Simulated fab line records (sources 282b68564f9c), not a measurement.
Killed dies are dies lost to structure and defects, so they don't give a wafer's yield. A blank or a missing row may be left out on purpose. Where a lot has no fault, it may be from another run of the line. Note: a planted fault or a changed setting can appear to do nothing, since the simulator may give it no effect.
A lot that was struck, set against a sound lot	flow rit cmos	26 steps out of a route of 202
Sound: the wafers L558.2, L558.4, L558.5. Struck: wafers L551.1, L551.2, L551.6. The cause comes at the end.
Order at every step that has rows: each side's tool, ch and its chambers, its first start. Under that, the readings that differ: sound wafers	struck wafers	difference of the means	sigmas: that difference in standard deviations of wafers without a fault.
alike: readings whose means differ by less than 2 such deviations, and words and numbers that are the same on both sides. not compared: withheld readings, readings that some wafer has no value for, bounds like >300 that may hide the same value, and numbers for which the record gives no deviation and whose values overlap.
A row with sigmas, a row that says differs or no value, or rows on one side alone: a step with any of these is where the two part. Numbers that don't overlap but have no deviation are shown without sigmas and don't part them. A reading missing from all wafers of one side parts the sides only when that side holds two or more wafers.

first, 2 steps without rows for these wafers: RIT_REOX_CLEAN_02 (cleans in SC2, time 600 s); RIT_REOX_OXIDATION_03 (target thk 25.2 nm, ox time 5580 s).
RIT_REOX_THK_MEAS_04:
  sound: film metro-04 at day 5 15:11; struck: film metro-02 at day 4 04:42
  alike: REOX_OXIDE_THK
then, 6 steps without rows for these wafers: RIT_NLDD_HMDS_00 (prime time 60 s); RIT_NLDD_COAT_01 (resist thk 1000 nm); RIT_NLDD_SOFTBAKE_02 (time 60 s); RIT_NLDD_EXPOSE_03 (exposes mask M7, target cd 40700 nm); RIT_NLDD_PEB_04; RIT_NLDD_DEVELOP_05 (develop time 50 s).
RIT_NLDD_OVL_MEAS_06:
  sound: overlay-02 at day 5 16:23; struck: overlay-02 at day 4 05:37
  alike: NLDD_OVL
then, 2 steps without rows for these wafers: RIT_NLDD_HARDBAKE_07 (time 60 s); RIT_NLDD_IMPLANT_08.
RIT_NLDD_STRIP_09: strips in O2, time 180 s.
  sound on plasma asher-03 ch 1, day 5 16:52; struck on plasma asher-03 ch 0,1, day 4 05:56
  no value came back on the struck wafers for chamber pressure mTorr (mTorr), drypump motor current A (A); on the sound wafers chamber pressure mTorr (mTorr) reads 4001 4000 3998
reading	sound	struck	difference	sigmas
model.NOVOLAK_of_NLDD_COAT_01.thk nm (nm)	0 0 0	885.6 884.8 884.7	+885.0	
  not compared: rf hours counter h
RIT_NLDD_TW_MEAS_10:
  sound: film metro-01 at day 5 17:03; struck: film metro-04 at day 4 06:07
reading	sound	struck	difference	sigmas
NLDD_TW	2507 2525 2500	2451 2456 2449	-59	-2
then, 6 steps without rows for these wafers: RIT_PLDD_HMDS_00 (prime time 60 s); RIT_PLDD_COAT_01 (resist thk 1000 nm); RIT_PLDD_SOFTBAKE_02 (time 60 s); RIT_PLDD_EXPOSE_03 (exposes mask M8, target cd 40900 nm); RIT_PLDD_PEB_04; RIT_PLDD_DEVELOP_05 (develop time 50 s).
RIT_PLDD_OVL_MEAS_06:
  sound: overlay-02 at day 5 17:57; struck: overlay-02 at day 4 07:09
  alike: PLDD_OVL
then, 2 steps without rows for these wafers: RIT_PLDD_HARDBAKE_07 (time 60 s); RIT_PLDD_IMPLANT_08.
RIT_PLDD_STRIP_09: strips in O2, time 180 s.
  sound on plasma asher-02 ch 0,1, day 5 18:17; struck on plasma asher-04 ch 0,1, day 4 07:29
  alike: chamber pressure mTorr, drypump motor current A
  not compared: rf hours counter h
RIT_PLDD_TW_MEAS_10:
  sound: film metro-01 at day 5 18:28; struck: film metro-04 at day 4 07:53
reading	sound	struck	difference	sigmas
PLDD_TW	2357 2370 2373	30 29 30	-2337	-99 or more
  not compared: hold
RIT_M1_PROBE_99:
  the record holds rows for the sound wafers here (prober-01, day 6 08:00) but none for the struck ones

WHERE THEY PART
Last at RIT_M1_PROBE_99 as far as this record goes, first at RIT_NLDD_STRIP_09.

WHY: the cause the simulator had injected
Step skipped in full: plasma asher-03, at RIT_NLDD_STRIP_09, from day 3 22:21 onward. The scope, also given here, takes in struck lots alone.
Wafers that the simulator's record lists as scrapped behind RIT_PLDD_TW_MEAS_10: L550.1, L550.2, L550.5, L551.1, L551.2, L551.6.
